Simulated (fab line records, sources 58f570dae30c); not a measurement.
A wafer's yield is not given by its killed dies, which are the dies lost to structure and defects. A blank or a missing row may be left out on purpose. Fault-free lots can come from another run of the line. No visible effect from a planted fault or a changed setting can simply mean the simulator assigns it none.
A struck lot beside a sound one :: flow berkeley-cmos170 :: 24 out of 331 route steps
Sound: wafers L285.2, L285.4, L285.6. Struck: wafers L287.1, L287.4, L287.6. At the end, the cause is stated.
For every step that has rows: the tool of each side, followed by ch and its chambers, followed by its first start. Under that, the readings that differ: sound wafers :: struck wafers :: difference of the means :: sigmas: that difference in standard deviations of wafers without a fault.
alike: readings whose means differ by less than 2 such deviations, and words and numbers that are the same on both sides. not compared: withheld readings, readings that some wafer has no value for, bounds like >300 that may hide the same value, and numbers for which the record gives no deviation and whose values overlap.
Wherever a step has rows on one side only, a row that says differs or no value, or a row with sigmas, the two part there. When numbers do not overlap yet have no deviation, they are printed without sigmas and do not part them. A reading missing from all wafers of one side parts the sides only when that side holds two or more wafers.

UCB170_NWELL_ETCH_13: etches Si3N4 in CH3F/Ar/O2, stops on SiO2, target depth 246.4 nm, time 154 s.
  sound on rie-diel-04 ch 0,1,2, day 2 13:40; struck on rie-diel-04 ch 1,2,3, day 3 07:10
  alike: drypump-motor-current-A, oes-product-au, throttle-valve-pct
  not compared: rf-hours-counter-h
next, for these wafers, 1 step has no rows: UCB170_NWELL_IMPLANT_14.
UCB170_NWELL_STRIP_15: strips in O2.
  sound on plasma-asher-04 ch 0,1, day 2 13:55; struck on plasma-asher-03 ch 0, day 3 07:25
  alike: drypump-motor-current-A, oes-product-au, strip-time-to-endpoint-s
  not compared: rf-hours-counter-h
UCB170_NWELL_TW_MEAS_16:
  sound: film-metro-02 at day 2 14:01; struck: film-metro-02 at day 3 07:31
  alike: NWELL_TW
then, 6 steps without rows for these wafers: UCB170_NWELL_CLEAN_17 (cleans in SPM, time 600 s); UCB170_NWELL_WET_ETCH_18 (etches Si3N4 in H3PO4, time 14400 s); UCB170_NWELL_WET_ETCH_19 (etches SiO2 in BOE, time 22 s); UCB170_PWELL_CLEAN_00 (cleans in SPM, time 600 s); UCB170_PWELL_CLEAN_01 (cleans in dHF, time 60 s); UCB170_PWELL_OXIDATION_02 (target thk 26.4 nm, ox time 1260 s).
UCB170_PWELL_THK_MEAS_03:
  sound: film-metro-01 at day 3 04:57; struck: film-metro-02 at day 3 19:46
  alike: PWELL_OXIDE_THK
then, 1 step without rows for these wafers: UCB170_PWELL_ANNEAL_04 (time 900 s).
UCB170_PWELL_CVD_05: deposits Si3N4 from SiH2Cl2/NH3, target thk 220 nm, time 3300 s.
  sound on lpcvd-01 ch 0, day 3 10:18; struck on lpcvd-01 ch 0, day 4 00:45
reading: sih2cl2-flow-sccm (sccm)
sound: 24.88 25.12 25.07
struck: 37.47 37.44 37.49
difference: +12.44
sigmas: +99 or more

reading: model.Si3N4_of_PWELL_CVD_05.thk-nm (nm)
sound: 220.8 218.9 220.7
struck: 247.2 246.6 246.3
difference: +26.6
sigmas: 
  alike: pressure-mtorr, spike-tc-load-C, spike-tc-source-C, zone-power-load-pct
UCB170_PWELL_THK_MEAS_06:
  sound: film-metro-04 at day 3 12:14; struck: film-metro-04 at day 4 02:40
reading: PWELL_NITRIDE_THK (nm)
sound: 220.9 219.1 220.7
struck: 247.1 246.7 246.3
difference: +26.5
sigmas: +16
then, 6 steps without rows for these wafers: UCB170_PWELL_HMDS_07 (prime time 60 s); UCB170_PWELL_COAT_08 (resist thk 900 nm); UCB170_PWELL_SOFTBAKE_09 (time 60 s); UCB170_PWELL_EXPOSE_10 (exposes mask PWELL, target cd 3000 nm); UCB170_PWELL_PEB_11; UCB170_PWELL_DEVELOP_12 (develop time 45 s).
UCB170_PWELL_OVL_MEAS_13:
  sound: overlay-02 at day 3 13:29; struck: overlay-02 at day 4 04:44
  alike: PWELL_OVL
UCB170_PWELL_ETCH_14: etches Si3N4 in CH3F/Ar/O2, stops on SiO2, target depth 242 nm, time 151 s.
  sound on rie-diel-03 ch 0,1,3, day 3 13:31; struck on rie-diel-04 ch 0,2,3, day 4 04:46
reading: oes-product-au (a.u.)
sound: 0.925 0.931 0.919
struck: 0.977 1.016 1.008
difference: +0.075
sigmas: +4

reading: model.etch.depth-nm (nm)
sound: 220.8 218.9 220.7
struck: 247.2 246.6 244.3
difference: +25.9
sigmas: 
  alike: drypump-motor-current-A, throttle-valve-pct
  not compared: rf-hours-counter-h
next, for these wafers, 1 step has no rows: UCB170_PWELL_IMPLANT_15.
-- the record jumps here: 6 days lie between the struck wafers' starts before and after (it left off in module PWELL and takes up again in module M3, whose first step shown is number 331 of the route) --
UCB170_M3_PROBE_99:
  rows exist in the record for the struck wafers here (prober-02, day 9 19:30), but not for the sound ones

## WHERE THEY PART
Earliest at UCB170_PWELL_CVD_05; latest, in this record, at UCB170_M3_PROBE_99.

WHY: what the simulator had put in
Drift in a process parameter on lpcvd-01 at UCB170_PWELL_CVD_05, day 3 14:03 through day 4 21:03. A move of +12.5 in setting sih2cl2-flow-sccm, from 25. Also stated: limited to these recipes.
